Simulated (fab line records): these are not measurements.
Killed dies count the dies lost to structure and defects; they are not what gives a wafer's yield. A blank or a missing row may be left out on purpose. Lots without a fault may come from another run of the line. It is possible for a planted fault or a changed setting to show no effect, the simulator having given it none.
fab line records	flow ritCmos
[record] lots = 14	wafers = 42	lastDay = 7
route steps=202 shown NWELL@35 GATE@85 SDANNEAL@156 M1@202
lots that met no fault: taken from a fault-free run of the same line
startH: the number of hours between the record's first day and the start of the first shown wafer of the lot	waitH: hours elapsed since this lot's preceding step	" repeats the value in the row above	L1.1+2: one row covering several wafers at once	- no value, or no start was given	* or withheld: withheld	< > ~ a bound
route shown NAME@n: a module of which the file shows steps, and the number in the route of the first	usual: mean/standard deviation taken from wafers without a fault	same: alike in all rows	chamber/n: place in a boat	sites: readings site by site	_std_site: their standard deviation	_edge_site: inner sites' mean taken away from outer sites' mean	radiusMm: how far each site lies from the wafer's centre	mask NAME#n: copy n	behind: the last tool/chamber to shape the wafer	hold: why the lot was held/for how many hours/how that ended	device: the transistor (n, p or np) that didn't switch	end of line: the tests these same wafers got at the end of their route	a step given without rows: its recipe and nothing more	killed: count of dies lost to structure and defects at first sort (not the wafer's yield)	map: shows each die of a wafer: x if killed, . if not, _ if none is there
set.NAME: the setting the step ran with; set.NAME@STEP: the setting that earlier step ran with	model.NAME: the simulator's own value behind a step, which no gauge read
steps of the route over a sample of lots; a table a step, a row a wafer
services: from which hour (startH, from the record's first day; less than 0 if before it) a tool's chamber was out of use, for how many hours, and why
[[steps]]
[step RIT_NWELL_HARDBAKE_07]
[recipe] resist = NOVOLAK	tempC = 140	timeS = 120
[usual] chillPlateTempC = 22.99/0.12	exhaustPa = 44.8/0.9	heaterPowerTotalW = 52.03/0.061	plateTempC = 139.99/0.13
lot.wafer	tool	chamber	startH	waitH	chillPlateTempC	exhaustPa	heaterPowerTotalW	plateTempC
L535.3	lithoTrack-02	0	20.77	0.1	23.09	44.3	52.15	140.23
L535.4	"	0	"	"	23.06	42.3	52.12	139.92
L535.5	"	0	"	"	23.00	44.1	51.99	140.02
L536.3	lithoTrack-03	0	25.39	0.1	22.94	44.5	52.16	140.12
L536.4	"	0	"	"	22.83	45.1	52.03	140.07
L536.6	"	0	"	"	22.83	44.4	51.94	140.14
L537.1	lithoTrack-01	0	30.30	0.0	22.92	44.5	51.92	139.96
L537.2	"	0	"	"	22.99	45.6	52.02	139.86
L537.6	"	0	"	"	23.01	45.9	52.09	139.90
L538.1	lithoTrack-03	0	35.75	0.0	23.10	44.8	52.11	139.95
L538.3	"	0	"	"	23.12	46.4	52.02	139.80
L538.5	"	0	"	"	23.14	46.0	51.98	139.79
L539.2	lithoTrack-01	0	42.02	0.1	23.06	44.7	52.05	139.91
L539.4	"	0	"	"	22.77	44.0	52.05	139.81
L539.5	"	0	"	"	23.00	44.4	51.96	140.08
L540.1	lithoTrack-02	0	45.62	0.0	22.97	44.0	52.07	140.00
L540.2	"	0	"	"	22.95	45.2	52.06	140.12
L540.6	"	0	"	"	23.12	45.3	52.04	140.21
L542.1	lithoTrack-03	0	55.94	0.1	23.09	46.1	52.02	140.05
L542.5	"	0	"	"	23.08	45.8	52.01	140.20
L542.6	"	0	"	"	23.16	44.8	51.98	139.93
L546.3	lithoTrack-03	0	75.29	0.1	23.01	43.1	51.25	137.96
L546.5	"	0	"	"	22.89	44.0	51.07	138.03
L546.6	"	0	"	"	23.09	45.2	51.04	137.97
L547.3	lithoTrack-02	0	80.37	0.1	22.94	44.0	52.01	140.12
L547.4	"	0	"	"	23.07	44.1	52.00	139.94
L547.5	"	0	"	"	22.78	47.6	52.04	140.10
L549.1	lithoTrack-01	0	91.52	0.0	22.93	44.3	52.01	139.99
L549.2	"	0	"	"	23.11	44.5	52.14	139.99
L549.6	"	0	"	"	23.02	44.7	51.99	140.03
L551.2	lithoTrack-03	0	101.42	0.1	23.10	45.1	51.14	138.27
L551.3	"	0	"	"	23.06	43.9	51.21	138.07
L551.5	"	0	"	"	23.04	43.7	51.05	138.33
L554.4	lithoTrack-01	0	115.63	0.1	23.06	43.3	51.96	139.99
L554.5	"	0	"	"	22.85	44.8	52.11	139.99
L554.6	"	0	"	"	23.09	44.5	52.02	140.08
L555.2	lithoTrack-01	0	120.45	0.1	23.01	44.5	52.12	139.99
L555.3	"	0	"	"	23.06	45.2	52.06	140.19
L555.4	"	0	"	"	23.05	45.8	51.96	140.06
L556.1	lithoTrack-02	0	125.83	0.0	22.90	44.7	52.02	139.79
L556.4	"	0	"	"	22.97	46.2	52.02	139.97
L556.6	"	0	"	"	22.90	45.2	51.99	139.87
[step RIT_GATE_THK_MEAS_09]
[recipe] reads = poly-Si_of_GATE_CVD_08
[usual] GATE_POLY_THK = 250.6/2.7
lot.wafer	tool	chamber	startH	waitH	GATE_POLY_THK[nm]
L535.3	filmMetro-02	-	35.57	0.0	250.1
L535.4	"	-	"	"	252.1
L535.5	"	-	"	"	251.6
L536.3	filmMetro-01	-	40.31	0.0	244.2
L536.4	"	-	"	"	243.7
L536.6	"	-	"	"	247.1
L537.1	filmMetro-03	-	45.06	0.0	251.3
L537.2	"	-	"	"	250.2
L537.6	"	-	"	"	254.4
L538.1	filmMetro-02	-	50.72	0.0	253.0
L538.3	"	-	"	"	252.9
L538.5	"	-	"	"	253.7
L539.2	filmMetro-03	-	57.02	0.0	249.3
L539.4	"	-	"	"	250.5
L539.5	"	-	"	"	250.8
L540.1	filmMetro-03	-	60.67	0.0	247.5
L540.2	"	-	"	"	246.4
L540.6	"	-	"	"	249.1
L542.1	filmMetro-03	-	70.40	0.0	246.3
L542.5	"	-	"	"	246.1
L542.6	"	-	"	"	246.8
L546.3	filmMetro-01	-	90.67	0.0	251.5
L546.5	"	-	"	"	251.6
L546.6	"	-	"	"	249.1
L547.3	filmMetro-03	-	96.68	0.0	250.0
L547.4	"	-	"	"	250.5
L547.5	"	-	"	"	249.6
L549.1	filmMetro-03	-	106.02	0.0	251.0
L549.2	"	-	"	"	251.9
L549.6	"	-	"	"	249.8
L551.2	filmMetro-02	-	116.43	0.0	251.9
L551.3	"	-	"	"	251.2
L551.5	"	-	"	"	250.0
L554.4	filmMetro-02	-	130.51	0.0	248.3
L554.5	"	-	"	"	249.5
L554.6	"	-	"	"	248.1
L555.2	filmMetro-03	-	135.02	0.0	250.7
L555.3	"	-	"	"	249.6
L555.4	"	-	"	"	250.0
L556.1	filmMetro-01	-	141.42	0.0	252.4
L556.4	"	-	"	"	250.7
L556.6	"	-	"	"	251.0
[step RIT_GATE_STRIP_20]
[recipe] chemistry = O2	timeS = 180	resist = NOVOLAK	platenTempC = withheld	powerW = 500	pressureMtorr = 4000	o2FlowSccm = 4000
[usual] chamberPressureMTorr = 4000/3.7	drypumpMotorCurrentA = 5.3/0.44
lot.wafer	tool	chamber	startH	waitH	chamberPressureMTorr	drypumpMotorCurrentA	rfHoursCounterH
L535.3	plasmaAsher-04	1	36.98	0.1	4002	5.0	-
L535.4	"	0	"	"	4003	5.4	-
L535.5	"	0	"	"	4000	5.4	-
L536.3	plasmaAsher-01	1	41.80	0.1	4001	5.2	-
L536.4	"	0	"	"	4002	6.3	-
L536.6	"	0	"	"	4000	6.3	-
L537.1	plasmaAsher-01	1	46.56	0.1	3997	5.2	41
L537.2	"	0	"	"	4005	6.3	41
L537.6	"	0	"	"	3999	6.3	-
L538.1	plasmaAsher-04	0	52.17	0.1	3999	5.4	40
L538.3	"	0	"	"	3997	5.4	-
L538.5	"	0	"	"	4001	5.4	-
L539.2	plasmaAsher-02	0	58.46	0.1	4002	5.4	26
L539.4	"	1	"	"	4002	4.8	-
L539.5	"	0	"	"	4005	5.4	-
L540.1	plasmaAsher-04	1	61.99	0.1	3995	5.0	41
L540.2	"	0	"	"	4001	5.4	41
L540.6	"	1	"	"	4000	5.0	-
L542.1	plasmaAsher-02	0	71.72	0.1	4001	5.4	27
L542.5	"	1	"	"	4004	4.8	-
L542.6	"	0	"	"	3998	5.4	-
L546.3	plasmaAsher-01	1	92.17	0.1	4003	5.2	-
L546.5	"	0	"	"	4002	6.3	-
L546.6	"	1	"	"	3995	5.2	-
L547.3	plasmaAsher-02	1	98.05	0.1	4002	4.8	-
L547.4	"	0	"	"	3996	5.4	-
L547.5	"	1	"	"	4009	4.8	-
L549.1	plasmaAsher-02	1	107.34	0.1	4002	4.8	31
L549.2	"	0	"	"	3993	5.4	31
L549.6	"	1	"	"	3997	4.8	-
L551.2	plasmaAsher-02	1	117.96	0.1	4006	4.8	33
L551.3	"	1	"	"	3998	4.8	-
L551.5	"	1	"	"	4000	4.8	-
L554.4	plasmaAsher-04	1	131.86	0.1	4003	5.0	-
L554.5	"	0	"	"	3999	5.4	-
L554.6	"	1	"	"	4002	5.0	-
L555.2	plasmaAsher-04	1	136.46	0.1	4001	5.0	50
L555.3	"	0	"	"	4001	5.4	-
L555.4	"	1	"	"	3999	5.0	-
L556.1	plasmaAsher-04	1	142.79	0.1	4008	5.0	50
L556.4	"	1	"	"	4004	5.1	-
L556.6	"	0	"	"	4001	5.4	-
[step RIT_SDANNEAL_RTA_03]
[recipe] tempC = 1050	timeS = 5	idleTempC = 600	rampUpCPerS = 342	rampDownCPerS = 171	coolToC = 600	ambient = N2
[usual] wafer_temp_C_max = 1053.5/1.2
lot.wafer	tool	chamber	startH	waitH	wafer_temp_C_max
L535.3	rtpAnneal-01	0	50.34	0.0	1052.3
L535.4	"	0	"	"	1052.3
L535.5	"	0	"	"	1052.0
L536.3	rtpAnneal-02	0	54.59	0.0	1053.0
L536.4	"	0	"	"	1054.2
L536.6	"	0	"	"	1053.2
L537.1	rtpAnneal-01	0	59.22	0.0	1053.2
L537.2	"	0	"	"	1053.3
L537.6	"	0	"	"	1051.9
L538.1	rtpAnneal-02	0	64.29	0.0	1052.3
L538.3	"	0	"	"	1053.5
L538.5	"	0	"	"	1054.5
L539.2	rtpAnneal-01	0	70.68	0.0	1054.8
L539.4	"	0	"	"	1056.2
L539.5	"	0	"	"	1051.9
L540.1	rtpAnneal-02	0	75.15	0.0	1053.2
L540.2	"	0	"	"	1053.4
L540.6	"	0	"	"	1052.6
L542.1	rtpAnneal-02	0	84.00	0.0	1054.5
L542.5	"	0	"	"	1053.1
L542.6	"	0	"	"	1055.9
L546.3	rtpAnneal-02	0	104.39	0.0	1053.9
L546.5	"	0	"	"	1052.0
L546.6	"	0	"	"	1052.8
L547.3	rtpAnneal-01	0	112.25	0.0	1053.4
L547.4	"	0	"	"	1053.2
L547.5	"	0	"	"	1053.0
L549.1	rtpAnneal-01	0	119.92	0.0	1055.9
L549.2	"	0	"	"	1053.1
L549.6	"	0	"	"	1053.1
L551.2	rtpAnneal-01	0	130.20	0.0	1056.5
L551.3	"	0	"	"	1054.3
L551.5	"	0	"	"	1053.1
L554.4	rtpAnneal-02	0	144.02	0.0	1053.6
L554.5	"	0	"	"	1052.7
L554.6	"	0	"	"	1051.7
L555.2	rtpAnneal-01	0	149.78	0.0	1052.3
L555.3	"	0	"	"	1053.4
L555.4	"	0	"	"	1054.0
L556.1	rtpAnneal-02	0	155.05	0.0	1051.3
L556.4	"	0	"	"	1051.7
L556.6	"	0	"	"	1053.3
[step RIT_M1_PROBE_99]
[usual] killed_at_M0_to_M3 = 0.0/0.12	killedAtContacts = 0.1/0.35	killedAtFrontEnd = 6.6/2.7	killedDies = 6.7/2.8	killedOpen = 3.4/2.1	killedShort = 3.3/1.8
[same] grossDies = 264	killed_at_M4_up = 0	killedAtBackSide = 0	killedAtOther = 0
lot.wafer	tool	chamber	startH	waitH	killed_at_M0_to_M3	killedAtContacts	killedAtFrontEnd	killedDies	killedOpen	killedShort
L535.3	prober-02	-	58.07	0.2	0	0	6	6	3	3
L535.4	prober-02	-	58.12	0.2	0	0	6	6	3	3
L535.5	prober-02	-	58.17	0.2	0	0	7	7	5	2
L536.3	prober-01	-	62.05	0.2	0	0	6	6	6	0
L536.4	prober-01	-	62.10	0.2	0	0	2	2	0	2
L536.6	prober-01	-	62.20	0.2	0	0	7	7	3	4
L537.1	prober-02	-	66.64	0.1	0	0	4	4	1	3
L537.2	prober-02	-	66.69	0.1	0	0	8	8	1	7
L537.6	prober-02	-	66.89	0.2	0	0	5	5	1	4
L538.1	prober-01	-	71.84	0.1	0	0	3	3	1	2
L538.3	prober-01	-	71.94	0.2	0	0	1	1	0	1
L538.5	prober-01	-	72.04	0.2	0	0	10	10	5	5
L539.2	prober-02	-	78.50	0.1	0	1	7	8	6	2
L539.4	prober-02	-	78.60	0.2	0	0	4	4	3	1
L539.5	prober-02	-	78.65	0.2	0	0	9	9	6	3
L540.1	prober-01	-	82.58	0.1	0	0	5	5	2	3
L540.2	prober-01	-	82.63	0.1	0	0	1	1	1	0
L540.6	prober-01	-	82.83	0.2	0	0	2	2	1	1
L542.1	prober-01	-	91.45	0.1	0	0	10	10	7	3
L542.5	prober-01	-	91.65	0.2	0	0	3	3	1	2
L542.6	prober-01	-	91.70	0.2	0	0	8	8	2	6
L546.3	prober-01	-	111.92	0.2	0	0	8	8	7	1
L546.5	prober-01	-	112.02	0.2	0	0	6	6	4	2
L546.6	prober-01	-	112.07	0.2	0	0	11	11	9	2
L547.3	prober-02	-	120.15	0.2	0	0	8	8	4	4
L547.4	prober-02	-	120.20	0.2	1	0	2	3	0	3
L547.5	prober-02	-	120.25	0.2	0	0	10	10	8	2
L549.1	prober-02	-	128.67	0.1	0	0	6	6	4	2
L549.2	prober-02	-	128.72	0.1	0	0	8	8	4	4
L549.6	prober-02	-	128.92	0.2	0	0	4	4	1	3
L551.2	prober-02	-	137.69	0.1	0	0	4	4	1	2
L551.3	prober-02	-	137.74	0.2	0	0	9	9	6	3
L551.5	prober-02	-	137.84	0.2	0	0	6	6	2	4
L554.4	prober-01	-	151.81	0.2	0	1	8	9	4	5
L554.5	prober-01	-	151.86	0.2	0	0	7	7	4	3
L554.6	prober-01	-	151.91	0.2	0	0	4	4	3	1
L555.2	prober-02	-	157.28	0.1	0	0	10	10	5	5
L555.3	prober-02	-	157.33	0.2	0	0	8	8	5	3
L555.4	prober-02	-	157.38	0.2	0	0	11	11	5	6
L556.1	prober-01	-	163.67	0.1	0	0	9	9	8	1
L556.4	prober-01	-	163.82	0.2	0	0	8	8	4	4
L556.6	prober-01	-	163.92	0.2	0	0	6	6	4	2
// killed by level:class
L535.3 GATE:geometricParticle:short=2 FOX1:geometricParticle:open=1 GATE:geometricParticle:open=1 SILICIDE:geometricParticle:short=1 SILICIDE:geometricParticle:open=1
L535.4 GATE:geometricParticle:open=2 REOX:geometricParticle:short=2 SPACER:geometricParticle:open=1 SILICIDE:geometricParticle:short=1
L535.5 GATE:geometricParticle:open=3 FOX1:geometricParticle:open=1 GATE:geometricParticle:short=1 REOX:geometricParticle:open=1 SPACER:geometricParticle:short=1
L536.3 GATE:geometricParticle:open=4 SPACER:geometricParticle:open=1 SILICIDE:geometricParticle:open=1
L536.4 FOX1:geometricParticle:short=1 GATE:geometricParticle:short=1
L536.6 GATE:geometricParticle:open=3 GATE:geometricParticle:short=3 ACTIVE:geometricParticle:short=1
L537.1 FOX1:geometricParticle:short=1 GATE:geometricParticle:open=1 REOX:geometricParticle:short=1 SILICIDE:geometricParticle:short=1
L537.2 REOX:geometricParticle:short=4 FOX1:geometricParticle:short=2 GATE:geometricParticle:short=1 GATE:geometricParticle:open=1
L537.6 FOX1:geometricParticle:short=2 GATE:geometricParticle:short=1 GATE:geometricParticle:open=1 SPACER:geometricParticle:short=1
L538.1 REOX:geometricParticle:short=2 REOX:geometricParticle:open=1
L538.3 SILICIDE:geometricParticle:short=1
L538.5 GATE:geometricParticle:short=2 SPACER:geometricParticle:open=2 SILICIDE:geometricParticle:short=2 FOX2:geometricParticle:open=1 GATE:geometricParticle:open=1 SPACER:geometricParticle:short=1 SILICIDE:geometricParticle:open=1
L539.2 GATE:geometricParticle:open=2 FOX1:geometricParticle:open=1 FOX2:geometricParticle:short=1 GATE:geometricParticle:short=1 REOX:geometricParticle:open=1 SPACER:geometricParticle:open=1 CONTACT:geometricParticle:open=1
L539.4 GATE:geometricParticle:open=3 SILICIDE:geometricParticle:short=1
L539.5 GATE:geometricParticle:open=5 GATE:geometricParticle:short=1 REOX:geometricParticle:short=1 SPACER:geometricParticle:short=1 SILICIDE:geometricParticle:open=1
L540.1 GATE:geometricParticle:short=2 FOX2:geometricParticle:open=1 FOX2:geometricParticle:short=1 REOX:geometricParticle:open=1
L540.2 FOX1:geometricParticle:open=1
L540.6 FOX2:geometricParticle:open=1 SILICIDE:geometricParticle:short=1
L542.1 SILICIDE:geometricParticle:open=4 FOX1:geometricParticle:open=2 FOX1:geometricParticle:short=1 FOX2:geometricParticle:short=1 GATE:geometricParticle:open=1 SILICIDE:geometricParticle:short=1
L542.5 FOX1:geometricParticle:short=1 GATE:geometricParticle:open=1 SPACER:geometricParticle:short=1
L542.6 FOX1:geometricParticle:short=2 GATE:geometricParticle:short=2 FOX1:geometricParticle:open=1 REOX:geometricParticle:short=1 REOX:geometricParticle:open=1 SPACER:geometricParticle:short=1
L546.3 SILICIDE:geometricParticle:open=3 GATE:geometricParticle:open=2 SPACER:geometricParticle:open=2 FOX2:geometricParticle:short=1
L546.5 FOX1:geometricParticle:open=2 GATE:geometricParticle:open=1 SPACER:geometricParticle:open=1 SPACER:geometricParticle:short=1 SILICIDE:geometricParticle:short=1
L546.6 FOX1:geometricParticle:open=4 REOX:geometricParticle:open=2 FOX1:geometricParticle:short=1 GATE:geometricParticle:open=1 SPACER:geometricParticle:open=1 SILICIDE:geometricParticle:short=1 SILICIDE:geometricParticle:open=1
L547.3 GATE:geometricParticle:open=4 SILICIDE:geometricParticle:short=2 REOX:geometricParticle:short=1 SPACER:geometricParticle:short=1
L547.4 GATE:geometricParticle:short=1 SILICIDE:geometricParticle:short=1 M1:geometricParticle:short=1
L547.5 GATE:geometricParticle:open=4 FOX2:geometricParticle:open=1 FOX2:geometricParticle:short=1 GATE:geometricParticle:short=1 REOX:geometricParticle:open=1 SPACER:geometricParticle:open=1 SILICIDE:geometricParticle:open=1
L549.1 SILICIDE:geometricParticle:open=2 FOX1:geometricParticle:short=1 FOX2:geometricParticle:open=1 GATE:geometricParticle:open=1 REOX:geometricParticle:short=1
L549.2 GATE:geometricParticle:short=3 REOX:geometricParticle:open=2 FOX2:geometricParticle:short=1 GATE:geometricParticle:open=1 SILICIDE:geometricParticle:open=1
L549.6 FOX1:geometricParticle:short=1 GATE:geometricParticle:open=1 GATE:geometricParticle:short=1 SPACER:geometricParticle:short=1
L551.2 GATE:geometricParticle:short=2 GATE:geometricParticle:open=1 NRETRO:coatMicrobubblePrinted=1
L551.3 SPACER:geometricParticle:open=3 GATE:geometricParticle:open=2 GATE:geometricParticle:short=2 FOX1:geometricParticle:open=1 SPACER:geometricParticle:short=1
L551.5 FOX1:geometricParticle:short=2 FOX1:geometricParticle:open=1 FOX2:geometricParticle:open=1 FOX2:geometricParticle:short=1 GATE:geometricParticle:short=1
L554.4 GATE:geometricParticle:open=4 FOX1:geometricParticle:short=1 GATE:geometricParticle:short=1 REOX:geometricParticle:short=1 SILICIDE:geometricParticle:short=1 CONTACT:geometricParticle:short=1
L554.5 SPACER:geometricParticle:open=2 FOX1:geometricParticle:open=1 GATE:geometricParticle:short=1 REOX:geometricParticle:short=1 REOX:geometricParticle:open=1 SPACER:geometricParticle:short=1
L554.6 FOX1:geometricParticle:open=1 GATE:geometricParticle:open=1 REOX:geometricParticle:short=1 SPACER:geometricParticle:open=1
L555.2 SPACER:geometricParticle:open=3 FOX2:geometricParticle:short=2 ACTIVE:geometricParticle:short=1 GATE:geometricParticle:open=1 REOX:geometricParticle:short=1 SPACER:geometricParticle:short=1 SILICIDE:geometricParticle:open=1
L555.3 GATE:geometricParticle:open=2 GATE:geometricParticle:short=2 SPACER:geometricParticle:open=2 REOX:geometricParticle:short=1 SILICIDE:geometricParticle:open=1
L555.4 GATE:geometricParticle:short=4 GATE:geometricParticle:open=4 REOX:geometricParticle:short=1 SPACER:geometricParticle:open=1 SILICIDE:geometricParticle:short=1
L556.1 SPACER:geometricParticle:open=3 FOX2:geometricParticle:open=2 SILICIDE:geometricParticle:open=2 GATE:geometricParticle:short=1 GATE:geometricParticle:open=1
L556.4 FOX2:geometricParticle:short=2 GATE:geometricParticle:short=2 FOX1:geometricParticle:open=1 FOX2:geometricParticle:open=1 GATE:geometricParticle:open=1 SPACER:geometricParticle:open=1
L556.6 FOX1:geometricParticle:open=1 GATE:geometricParticle:open=1 GATE:geometricParticle:short=1 REOX:geometricParticle:short=1 SPACER:geometricParticle:open=1 SILICIDE:geometricParticle:open=1
[[services]]
tool	chamber	startH	hours	kind
plasmaAsher-02	-	29.96	0.8	repair
rtpAnneal-01	-	75.36	3.7	pm
plasmaAsher-01	-	102.22	7.6	repair
[[key]]
[firstSign] step = RIT_NWELL_HARDBAKE_07	reading = plateTempC	direction = down	sigmas = 15	usual = *	struck = *
[effect] step = RIT_NWELL_HARDBAKE_07	reading = heaterPowerTotalW	direction = down	sigmas = 15	usual = 52.03	struck = 51.13
metAt RIT_NWELL_HARDBAKE_07
struckLots L546,L551
testerLeftOut L546,L551
notActingAt RIT_GATE_THK_MEAS_09,RIT_GATE_STRIP_20,RIT_SDANNEAL_RTA_03
onsetBetween 55.94 75.29
[fault] kind = processParameterDrift	tool = lithoTrack-03	chamber = -	onsetH = 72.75	steps = RIT_NWELL_HARDBAKE_07	channel = tempC	offset = *	shape = step	endH = 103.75	actsIn = *	stated = *
// testerLeftOut: of these lots the tester's yield and bins aren't shown, on N5 and GAA mostly nor the transistor test; their killed dies are dies lost to structure and defects alone, not to doping, threshold or leakage, so they don't give the yield
